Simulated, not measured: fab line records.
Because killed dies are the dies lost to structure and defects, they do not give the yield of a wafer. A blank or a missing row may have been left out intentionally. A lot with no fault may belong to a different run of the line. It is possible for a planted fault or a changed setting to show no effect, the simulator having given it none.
Chamber matching || flow rit-cmos || RIT_SPACER_ETCHBACK_05 on rie-diel-04 has 4 sister chambers
The step etches Si3N4 in SF6/CHF3, stops on SiO2, target depth 250 nm, time 240 s. 7 wafers are shown with their chamber, then 8 later ones without.

== WAFERS PAIRED WITH THEIR CHAMBERS ==
{"wafer": "L902.3", "chamber": 2, "throttle-valve-pct (%)": 10.35, "oes-product-au (a.u.)": 0.852}
{"wafer": "L904.3", "chamber": 0, "throttle-valve-pct (%)": 10.32, "oes-product-au (a.u.)": 0.851}
{"wafer": "L904.6", "chamber": 3, "throttle-valve-pct (%)": 10.23, "oes-product-au (a.u.)": 0.871}
{"wafer": "L906.1", "chamber": 0, "throttle-valve-pct (%)": 10.35, "oes-product-au (a.u.)": 0.854}
{"wafer": "L906.4", "chamber": 1, "throttle-valve-pct (%)": 10.39, "oes-product-au (a.u.)": 0.829}
{"wafer": "L906.6", "chamber": 3, "throttle-valve-pct (%)": 10.23, "oes-product-au (a.u.)": 0.864}
{"wafer": "L907.3", "chamber": 1, "throttle-valve-pct (%)": 10.38, "oes-product-au (a.u.)": 0.827}

== WAFERS MISSING THEIR CHAMBER ==
{"wafer": "L907.5", "throttle-valve-pct (%)": 10.20, "oes-product-au (a.u.)": 0.846}
{"wafer": "L907.6", "throttle-valve-pct (%)": 10.36, "oes-product-au (a.u.)": 0.847}
{"wafer": "L910.1", "throttle-valve-pct (%)": 10.40, "oes-product-au (a.u.)": 0.840}
{"wafer": "L910.2", "throttle-valve-pct (%)": 10.35, "oes-product-au (a.u.)": 0.846}
{"wafer": "L910.5", "throttle-valve-pct (%)": 10.35, "oes-product-au (a.u.)": 0.843}
{"wafer": "L917.4", "throttle-valve-pct (%)": 10.35, "oes-product-au (a.u.)": 0.857}
{"wafer": "L917.5", "throttle-valve-pct (%)": 10.34, "oes-product-au (a.u.)": 0.842}
{"wafer": "L917.6", "throttle-valve-pct (%)": 10.37, "oes-product-au (a.u.)": 0.846}

== EACH ONE'S CHAMBER ==
{"wafer": "L907.5", "from the rows above": 3, "in truth": 3}
{"wafer": "L907.6", "from the rows above": "can't be placed: 2 or 0", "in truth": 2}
{"wafer": "L910.1", "from the rows above": "can't be placed: 1 or 2", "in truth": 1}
{"wafer": "L910.2", "from the rows above": "can't be placed: 2 or 0", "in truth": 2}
{"wafer": "L910.5", "from the rows above": "can't be placed: 2 or 0", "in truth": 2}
{"wafer": "L917.4", "from the rows above": "can't be placed: 2 or 0", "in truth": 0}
{"wafer": "L917.5", "from the rows above": "can't be placed: 2 or 0", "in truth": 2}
{"wafer": "L917.6", "from the rows above": "can't be placed: 2 or 0", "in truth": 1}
Correct placement for 1 of the 8. These rows do not allow placing 7 (true chamber among the candidates in 6). Wrongly placed: 0.
How it was worked out, from the rows above alone: a wafer's distance from a chamber is the root of the sum, over the readings, of the square of ((its reading less the chamber's mean) divided by the reading's scatter). If the next closest chamber is less than 2 further off than the closest, the wafer can't be placed; otherwise it belongs to the closest. Each chamber's mean is taken over the wafers shown for it. The scatter is the square root of a quotient: the sum, over the shown wafers, of each reading's squared deviation from its chamber's mean, divided by wafers minus chambers.
